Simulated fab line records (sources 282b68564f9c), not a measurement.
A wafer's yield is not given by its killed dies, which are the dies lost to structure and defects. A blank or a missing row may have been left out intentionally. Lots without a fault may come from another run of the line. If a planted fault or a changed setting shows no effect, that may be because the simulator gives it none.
fab line records	flow rit_cmos
record lots=7	wafers=21	last_day=5
route steps=202 shown M1@188
lots untouched by any fault: they come from a run of this same line in which no faults occurred
start_h: start of the lot's first displayed wafer, in hours after the record's first day	wait_h: how many hours have passed since the lot's step before this one	" as in the row above	L1.1+2: a single row standing in for several wafers	- no value, or no start was given	* or withheld: withheld	< > ~ a bound
route shown NAME@n: names a module that has steps shown in the file, with the first one's number in the route	usual: the fault-free wafers' mean and standard deviation	same: alike in all rows	chamber/n: place in a boat	sites: readings site by site	_std_site: how widely they spread, as a standard deviation	_edge_site: outer sites' mean less inner sites'	radius_mm: for every site, how far away it sits from the centre of the wafer	mask NAME#n: copy n	behind: tool/chamber where the wafer was last shaped	hold: reason for holding the lot/hours on hold/outcome of the hold	device: transistor that didn't switch, given as n, p or np	end of line: the route-end tests of the same wafers	a step with no rows: only its recipe	killed: count of dies lost to structure and defects at first sort (not the wafer's yield)	map: shows each die of a wafer: x if killed, . if not, _ if none is there
set.NAME: the setting the step ran with; set.NAME@STEP: the setting that earlier step ran with	model.NAME: the simulator's own value behind a step, which no gauge read
lots at some steps of the route; a table a step, a row a wafer
services: the hour from which a tool's chamber was out of use, counted from the record's first day as start_h (under 0 if before that day), plus the number of hours and why
## steps
# step RIT_M1_COAT_04
# recipe resist=NOVOLAK	spin_rpm=2000	resist_thk_nm=1300
# step RIT_M1_SOFTBAKE_05
# recipe resist=NOVOLAK	temp_c=90	time_s=60
# step RIT_M1_EXPOSE_06
# recipe mask_id=M12	na=0.6	source_shape=conventional	sigma_outer=0.5	target_cd_nm=2600	dose_mj=250
# step RIT_M1_PEB_07
# recipe resist=NOVOLAK	temp_c=withheld	time_s=withheld
# step RIT_M1_DEVELOP_08
# recipe resist=NOVOLAK	develop_time_s=68	dev_temp_c=23
# step RIT_M1_CD_MEAS_09
# recipe target_cd_nm=2600
# usual cd_nm=2599.7/2.1
lot.wafer	tool	chamber	start_h	wait_h	cd_nm
L103.2	cd_sem-01	-	60.91	-	2599.1
L103.5	"	-	"	"	2602.9
L103.6	"	-	"	"	2602.4
L104.1	cd_sem-01	-	66.02	-	2600.5
L104.3	"	-	"	"	2600.0
L104.5	"	-	"	"	2601.6
L105.1	cd_sem-02	-	73.89	-	2597.3
L105.2	"	-	"	"	2597.6
L105.6	"	-	"	"	2598.7
L106.1	cd_sem-02	-	76.11	-	2598.1
L106.3	"	-	"	"	2597.4
L106.5	"	-	"	"	2597.9
L112.3	cd_sem-02	-	109.50	-	2599.7
L112.4	"	-	"	"	2600.1
L112.5	"	-	"	"	2598.0
L113.2	cd_sem-02	-	114.79	-	2599.0
L113.4	"	-	"	"	2598.7
L113.6	"	-	"	"	2600.6
L114.3	cd_sem-02	-	121.18	-	2600.5
L114.5	"	-	"	"	2601.0
L114.6	"	-	"	"	2599.1
# step RIT_M1_OVL_MEAS_10
# usual M1_OVL=-0.3/1.4
lot.wafer	tool	chamber	start_h	wait_h	M1_OVL[nm]
L103.2	overlay-02	-	61.02	0.1	-2.4
L103.5	"	-	"	"	-2.2
L103.6	"	-	"	"	-1.3
L104.1	overlay-01	-	66.14	0.1	2.4
L104.3	"	-	"	"	1.4
L104.5	"	-	"	"	1.4
L105.1	overlay-02	-	74.01	0.1	-1.3
L105.2	"	-	"	"	-1.7
L105.6	"	-	"	"	-3.3
L106.1	overlay-02	-	76.23	0.1	-0.1
L106.3	"	-	"	"	0.4
L106.5	"	-	"	"	1.0
L112.3	overlay-01	-	109.59	0.1	-1.7
L112.4	"	-	"	"	-1.2
L112.5	"	-	"	"	-1.4
L113.2	overlay-02	-	114.90	0.1	-2.8
L113.4	"	-	"	"	-1.7
L113.6	"	-	"	"	-2.5
L114.3	overlay-01	-	121.27	0.1	0.7
L114.5	"	-	"	"	-0.5
L114.6	"	-	"	"	-0.3
# step RIT_M1_HARDBAKE_11
# recipe resist=NOVOLAK	temp_c=140	time_s=120
# step RIT_M1_METAL_ETCH_12
# recipe stop_on=SiO2	chemistry=Cl2/BCl3	target=Al	time_s=165	over_etch_frac=0.4697	pressure_mtorr=100	target_depth_a=6000	rf_w=250	Cl2_flow_sccm=60	bcl3_flow_sccm=50
# usual drypump_motor_current_A=5.7/0.32	oes_product_au=0.785/0.014	rf_fwd_power_W=248.9/0.9	throttle_valve_pct=8.30/0.095
lot.wafer	tool	chamber	start_h	wait_h	drypump_motor_current_A	oes_product_au	rf_fwd_power_W	rf_hours_counter_h	throttle_valve_pct
L103.2	rie_metal-04	1	61.30	0.2	5.4	0.803	250.7	3	8.34
L103.5	"	1	"	"	5.4	0.795	250.5	-	8.34
L103.6	"	0	"	"	6.0	0.773	249.2	-	8.26
L104.1	rie_metal-01	1	66.42	0.2	6.2	0.786	249.3	33	8.32
L104.3	"	0	"	"	6.0	0.812	248.9	-	8.34
L104.5	"	0	"	"	6.0	0.809	249.1	-	8.32
L105.1	rie_metal-02	1	74.30	0.2	5.3	0.770	248.4	1	8.42
L105.2	"	0	"	"	5.5	0.758	250.0	1	8.12
L105.6	"	0	"	"	5.5	0.759	248.5	-	8.13
L106.1	rie_metal-04	0	76.51	0.2	6.0	0.783	247.1	3	8.26
L106.3	"	0	"	"	6.0	0.769	247.4	-	8.25
L106.5	"	1	"	"	5.4	0.792	251.1	-	8.33
L112.3	rie_metal-04	1	109.97	0.2	5.4	0.796	249.0	-	8.35
L112.4	"	1	"	"	5.4	0.798	249.4	-	8.35
L112.5	"	1	"	"	5.4	0.789	250.4	-	8.35
L113.2	rie_metal-01	1	115.40	0.2	6.1	0.789	249.6	33	8.33
L113.4	"	1	"	"	6.1	0.786	249.3	-	8.32
L113.6	"	0	"	"	6.0	0.796	251.0	-	8.33
L114.3	rie_metal-02	1	121.62	0.2	5.3	0.780	248.2	-	8.40
L114.5	"	0	"	"	5.5	0.756	247.7	-	8.12
L114.6	"	1	"	"	5.3	0.794	248.6	-	8.39
# step RIT_M1_STRIP_13
# recipe chemistry=nmp	resist=NOVOLAK	temp_c=80	time_s=600	dry=n2_spin
# step RIT_M1_STRIP_14
# recipe chemistry=O2	time_s=180	platen_temp_c=withheld	power_w=500	pressure_mtorr=4000	o2_flow_sccm=4000
# usual drypump_motor_current_A=5.6/0.41
lot.wafer	tool	chamber	start_h	wait_h	drypump_motor_current_A	rf_hours_counter_h
L103.2	plasma_asher-02	1	61.65	0.0	6.0	41
L103.5	"	0	"	"	5.9	-
L103.6	"	1	"	"	6.0	-
L104.1	plasma_asher-01	1	66.94	0.0	4.8	44
L104.3	"	0	"	"	5.4	-
L104.5	"	0	"	"	5.4	-
L105.1	plasma_asher-02	1	74.64	0.0	6.0	43
L105.2	"	0	"	"	5.9	43
L105.6	"	0	"	"	5.9	-
L106.1	plasma_asher-02	1	76.85	0.0	6.0	43
L106.3	"	0	"	"	5.9	-
L106.5	"	1	"	"	6.0	-
L112.3	plasma_asher-04	0	110.42	0.1	5.5	-
L112.4	"	1	"	"	5.5	-
L112.5	"	1	"	"	5.5	-
L113.2	plasma_asher-04	0	115.73	0.0	5.6	27
L113.4	"	0	"	"	5.6	-
L113.6	"	1	"	"	5.5	-
L114.3	plasma_asher-02	0	121.98	0.1	5.9	-
L114.5	"	1	"	"	6.0	-
L114.6	"	0	"	"	5.9	-
# step RIT_M1_CD_MEAS_90
# recipe target_cd_nm=2600
# usual cd_nm=2600.0/2.5
lot.wafer	tool	chamber	start_h	wait_h	cd_nm
L103.2	cd_sem-02	-	61.85	0.1	2599.3
L103.5	"	-	"	"	2603.3
L103.6	"	-	"	"	2602.0
L104.1	cd_sem-01	-	67.11	0.1	2596.9
L104.3	"	-	"	"	2600.8
L104.5	"	-	"	"	2603.4
L105.1	cd_sem-01	-	74.81	0.1	2599.8
L105.2	"	-	"	"	2599.6
L105.6	"	-	"	"	2600.1
L106.1	cd_sem-01	-	77.03	0.1	2596.4
L106.3	"	-	"	"	2595.1
L106.5	"	-	"	"	2598.5
L112.3	cd_sem-02	-	110.58	0.1	2600.2
L112.4	"	-	"	"	2599.8
L112.5	"	-	"	"	2599.0
L113.2	cd_sem-02	-	115.93	0.1	2597.4
L113.4	"	-	"	"	2596.1
L113.6	"	-	"	"	2601.1
L114.3	cd_sem-02	-	122.13	0.1	2600.3
L114.5	"	-	"	"	2601.3
L114.6	"	-	"	"	2601.0
# step RIT_M1_ANNEAL_15
# recipe temp_c=450	time_s=1800	ambient=forming_gas_H2N2
# usual spike_tc_centre_C=453.5/1.1	spike_tc_load_C=469.7/0.91	spike_tc_source_C=462.4/0.9	tube_center_temp_C=450.01/0.038	tube_center_temp_C_max=451.18/0.21	zone_power_centre_pct=17.86/0.19	zone_power_load_pct=6.47/0.067	zone_power_source_pct=6.78/0.071
lot.wafer	tool	chamber	start_h	wait_h	spike_tc_centre_C	spike_tc_load_C	spike_tc_source_C	tube_center_temp_C	tube_center_temp_C_max	zone_power_centre_pct	zone_power_load_pct	zone_power_source_pct
L103.2	furnace-02	0	61.95	0.1	455.1	470.0	463.4	450.01	451.19	17.87	6.55	6.65
L103.5	"	0	"	"	453.6	470.3	461.5	450.04	451.22	17.64	6.43	6.79
L103.6	"	0	"	"	454.1	469.4	461.7	450.04	451.44	17.68	6.49	6.68
L104.1	furnace-02	0	67.23	0.1	453.8	468.1	461.9	449.96	451.86	17.65	6.53	6.55
L104.3	"	0	"	"	454.3	471.2	463.0	449.92	451.05	17.88	6.49	6.81
L104.5	"	0	"	"	453.3	469.5	461.1	450.02	451.36	17.66	6.46	6.94
L105.1	furnace-02	0	74.93	0.1	454.0	468.5	462.4	449.97	451.08	17.78	6.38	6.73
L105.2	"	0	"	"	452.8	470.0	461.0	450	451.35	17.78	6.42	6.77
L105.6	"	0	"	"	453.8	469.0	461.5	449.99	451.02	17.79	6.38	6.76
L106.1	furnace-02	0	77.15	0.1	452.0	468.8	462.6	450.03	451.44	18.21	6.32	6.81
L106.3	"	0	"	"	454.4	468.7	461.7	450.01	451.25	17.96	6.49	6.75
L106.5	"	0	"	"	453.5	470.8	462.6	450.02	450.94	17.71	6.52	6.70
L112.3	furnace-02	0	110.66	0.1	394.2	408.7	402.2	390.01	390.81	15.00	5.08	5.31
L112.4	"	0	"	"	393.6	408.7	403.0	390.03	391.02	15.39	5.01	5.34
L112.5	"	0	"	"	393.5	408.9	400.6	390.01	391.25	15.35	5.05	5.42
L113.2	furnace-02	0	116.03	0.1	393.6	410.4	400.8	389.97	390.97	15.36	5.04	5.25
L113.4	"	0	"	"	394.6	409.2	401.2	389.94	390.98	15.34	5.05	5.35
L113.6	"	0	"	"	394.0	407.3	400.7	389.99	391.20	15.50	5.10	5.35
L114.3	furnace-02	0	122.21	0.1	393.8	408.7	401.9	390.01	391.64	14.87	5.10	5.40
L114.5	"	0	"	"	393.1	408.5	401.4	390.04	391.21	15.17	5.16	5.32
L114.6	"	0	"	"	391.0	409.6	401.8	390.09	391.39	15.15	5.17	5.33
# step RIT_M1_BOW_MEAS_16
# recipe mode=bow
# usual M1_BOW=16/6.6
lot.wafer	tool	chamber	start_h	wait_h	M1_BOW[um]
L103.2	film_metro-03	-	63.47	0.0	9
L103.5	"	-	"	"	19
L103.6	"	-	"	"	14
L104.1	film_metro-03	-	68.73	0.0	29
L104.3	"	-	"	"	17
L104.5	"	-	"	"	26
L105.1	film_metro-04	-	76.43	0.0	22
L105.2	"	-	"	"	20
L105.6	"	-	"	"	11
L106.1	film_metro-03	-	78.65	0.0	26
L106.3	"	-	"	"	12
L106.5	"	-	"	"	21
L112.3	film_metro-04	-	112.20	0.0	18
L112.4	"	-	"	"	7
L112.5	"	-	"	"	24
L113.2	film_metro-03	-	117.55	0.0	23
L113.4	"	-	"	"	5
L113.6	"	-	"	"	24
L114.3	film_metro-03	-	123.75	0.0	15
L114.5	"	-	"	"	27
L114.6	"	-	"	"	17
# step RIT_M1_PROBE_99
# usual defect_limited_yield=97.5/1.1	killed_at_contacts=0.0/0.2	killed_at_front_end=6.6/2.9	killed_dies=6.6/3	killed_on_rim=1.7/1.4	killed_open=3.4/2	killed_short=3.2/2	sort_bin_3_pad_short=0.1/0.23	sort_bin_5_function=1.4/0.78	sort_bin_6_memory=1.0/0.65	sort_n_pass=257.4/3	sort_yield_pct=97.5/1.1
# same gross_dies=264	killed_at_M0_to_M3=0	killed_at_M4_up=0	killed_at_back_side=0	killed_at_other=0
lot.wafer	tool	chamber	start_h	wait_h	defect_limited_yield[%]	killed_at_contacts	killed_at_front_end	killed_dies	killed_on_rim	killed_open	killed_short	sort_bin_3_pad_short[%]	sort_bin_5_function[%]	sort_bin_6_memory[%]	sort_n_pass	sort_yield_pct[%]	model.etest.contact_ppoly.rc_ohm	model.etest.contact_nplus.rc_ohm	model.etest.contact_npoly.rc_ohm	model.etest.contact_pplus.rc_ohm	model.etest.nmos_0p15.junction_log10_a_um
L103.2	prober-02	-	63.62	0.1	97.7	0	6	6	2	3	3	0.4	1.5	0.4	258.0	97.7	1.396	1.407	1.395	1.339	-13.54
L103.5	prober-02	-	63.77	0.2	98.5	0	4	4	0	2	2	0	1.1	0.4	260.0	98.5	1.359	1.372	1.381	1.402	-13.38
L103.6	prober-02	-	63.82	0.2	97.3	0	7	7	1	4	3	0	1.5	1.1	257.0	97.3	1.434	1.403	1.354	1.357	-13.48
L104.1	prober-01	-	68.85	0.1	96.6	0	9	9	2	3	6	0.4	1.9	1.1	255.0	96.6	1.407	1.36	1.374	1.353	-13.38
L104.3	prober-01	-	68.95	0.2	95.8	0	11	11	2	4	7	0.4	3.0	0.8	253.0	95.8	1.351	1.351	1.407	1.378	-13.31
L104.5	prober-01	-	69.05	0.2	98.9	0	3	3	0	2	1	0	0.8	0.4	261.0	98.9	1.334	1.372	1.397	1.315	-13.46
L105.1	prober-01	-	76.55	0.1	95.8	0	11	11	6	6	5	0.4	2.7	1.1	253.0	95.8	1.363	1.34	1.357	1.36	-13.56
L105.2	prober-01	-	76.60	0.1	99.2	0	2	2	1	2	0	0	0.8	0	262.0	99.2	1.413	1.383	1.454	1.344	-13.61
L105.6	prober-01	-	76.80	0.2	98.1	0	5	5	1	2	3	0	0.8	1.1	259.0	98.1	1.359	1.404	1.432	1.386	-13.56
L106.1	prober-02	-	78.77	0.1	98.1	0	5	5	0	2	3	0	1.1	0.8	259.0	98.1	1.378	1.381	1.424	1.457	-13.41
L106.3	prober-02	-	78.87	0.2	98.5	0	4	4	1	3	1	0	0.8	0.8	260.0	98.5	1.413	1.434	1.443	1.404	-13.5
L106.5	prober-02	-	78.97	0.2	97.3	0	7	7	2	2	5	0.4	1.1	1.1	257.0	97.3	1.381	1.415	1.422	1.382	-13.53
L112.3	prober-02	-	112.38	0.2	97.7	0	6	6	1	2	4	0	1.1	1.1	258.0	97.7	2.732	2.675	2.732	2.595	-13.77
L112.4	prober-02	-	112.43	0.2	96.6	0	9	9	2	6	3	0	1.9	1.5	255.0	96.6	2.659	2.715	2.673	2.663	-13.66
L112.5	prober-02	-	112.48	0.2	98.1	0	5	5	2	2	3	0.4	0.8	0.8	259.0	98.1	2.797	2.609	2.825	2.729	-13.76
L113.2	prober-01	-	117.70	0.1	99.2	0	2	2	2	1	1	0	0.8	0	262.0	99.2	2.65	2.742	2.682	2.649	-13.77
L113.4	prober-01	-	117.80	0.2	97.3	1	6	7	2	5	2	0	1.5	1.1	257.0	97.3	2.759	2.807	2.717	2.748	-13.64
L113.6	prober-01	-	117.90	0.2	97.7	0	6	6	2	5	1	0	0.8	1.5	258.0	97.7	2.827	2.74	2.698	2.705	-13.72
L114.3	prober-02	-	123.93	0.2	98.1	0	5	5	1	3	2	0	1.5	0.4	259.0	98.1	2.697	2.758	2.66	2.639	-13.87
L114.5	prober-02	-	124.03	0.2	98.5	0	4	4	1	3	1	0	0.8	0.8	260.0	98.5	2.718	2.689	2.637	2.775	-13.82
L114.6	prober-02	-	124.08	0.2	97.3	0	7	7	1	3	4	0	1.9	0.8	257.0	97.3	2.688	2.719	2.682	2.717	-13.74
# killed by level:class
L103.2 FOX1:geometric_particle:open=1 GATE:geometric_particle:short=1 SPACER:geometric_particle:open=1 SPACER:geometric_particle:short=1 SILICIDE:geometric_particle:open=1 SILICIDE:geometric_particle:short=1
L103.5 FOX1:geometric_particle:open=2 GATE:geometric_particle:short=2
L103.6 FOX1:geometric_particle:open=2 GATE:geometric_particle:short=2 FOX1:geometric_particle:short=1 FOX2:geometric_particle:open=1 SPACER:geometric_particle:open=1
L104.1 GATE:geometric_particle:short=3 GATE:geometric_particle:open=2 FOX1:geometric_particle:short=1 REOX:geometric_particle:short=1 SPACER:geometric_particle:open=1 SPACER:geometric_particle:short=1
L104.3 GATE:geometric_particle:open=4 GATE:geometric_particle:short=4 FOX2:geometric_particle:short=1 REOX:geometric_particle:short=1 SPACER:geometric_particle:short=1
L104.5 GATE:geometric_particle:short=1 GATE:geometric_particle:open=1 REOX:geometric_particle:open=1
L105.1 GATE:geometric_particle:short=3 SPACER:geometric_particle:open=3 FOX1:geometric_particle:short=1 FOX2:geometric_particle:open=1 GATE:geometric_particle:open=1 REOX:geometric_particle:open=1 SILICIDE:geometric_particle:short=1
L105.2 FOX1:geometric_particle:open=1 GATE:geometric_particle:open=1
L105.6 FOX1:geometric_particle:open=1 GATE:geometric_particle:short=1 REOX:geometric_particle:short=1 SPACER:geometric_particle:open=1 SPACER:geometric_particle:short=1
L106.1 GATE:geometric_particle:short=2 FOX1:geometric_particle:short=1 GATE:geometric_particle:open=1 REOX:geometric_particle:open=1
L106.3 FOX2:geometric_particle:open=2 ACTIVE:geometric_particle:short=1 GATE:geometric_particle:open=1
L106.5 GATE:geometric_particle:short=2 FOX1:geometric_particle:short=1 FOX2:geometric_particle:open=1 GATE:geometric_particle:open=1 SPACER:geometric_particle:short=1 SILICIDE:geometric_particle:short=1
L112.3 GATE:geometric_particle:short=4 GATE:geometric_particle:open=1 SPACER:geometric_particle:open=1
L112.4 GATE:geometric_particle:short=3 GATE:geometric_particle:open=2 FOX2:geometric_particle:open=1 REOX:geometric_particle:open=1 SPACER:geometric_particle:open=1 SILICIDE:geometric_particle:open=1
L112.5 FOX2:geometric_particle:short=2 FOX2:geometric_particle:open=1 GATE:geometric_particle:open=1 SILICIDE:geometric_particle:short=1
L113.2 FOX2:geometric_particle:open=1 REOX:geometric_particle:short=1
L113.4 REOX:geometric_particle:open=2 FOX1:geometric_particle:short=1 SPACER:geometric_particle:open=1 SILICIDE:geometric_particle:short=1 SILICIDE:geometric_particle:open=1 CONTACT:geometric_particle:open=1
L113.6 GATE:geometric_particle:open=2 SILICIDE:geometric_particle:open=2 ACTIVE:geometric_particle:open=1 GATE:geometric_particle:short=1
L114.3 GATE:geometric_particle:short=2 SILICIDE:geometric_particle:open=2 SPACER:geometric_particle:open=1
L114.5 FOX1:geometric_particle:open=1 GATE:geometric_particle:short=1 REOX:geometric_particle:open=1 SILICIDE:geometric_particle:open=1
L114.6 GATE:geometric_particle:open=2 REOX:geometric_particle:short=2 FOX1:geometric_particle:open=1 GATE:geometric_particle:short=1 SILICIDE:geometric_particle:short=1
## services
tool	chamber	start_h	hours	kind
plasma_asher-02	-	43.47	2.2	repair
rie_metal-02	0	64.13	9.0	repair
plasma_asher-04	-	69.16	10.0	pm
plasma_asher-01	-	90.33	1.3	repair
plasma_asher-04	-	95.39	2.0	repair
rie_metal-04	0	104.10	11.0	repair
plasma_asher-02	-	108.75	9.0	pm
plasma_asher-02	0	108.75	9.0	vent_cycle
plasma_asher-02	1	108.75	9.0	vent_cycle
plasma_asher-02	0	117.75	-	clean
plasma_asher-02	1	117.75	-	clean
## key
first_sign step=RIT_M1_ANNEAL_15	reading=tube_center_temp_C	direction=down	sigmas=99+	usual=*	struck=*
effect step=RIT_M1_ANNEAL_15	reading=tube_center_temp_C_max	direction=down	sigmas=99+	usual=*	struck=*
model_effect step=RIT_M1_PROBE_99	value=etest.contact_ppoly.rc_ohm	without=1.388	struck=2.725
met_at RIT_M1_ANNEAL_15
struck_wafers L112.3,L112.4,L112.5,L113.2,L113.4,L113.6,L114.3,L114.5,L114.6
onset_between 77.15 110.66
fault kind=process_parameter_drift	tool=furnace-02	chamber=-	onset_h=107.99	steps=RIT_M1_ANNEAL_15	channel=temp_c	offset=*	shape=step	end_h=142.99	stated=*
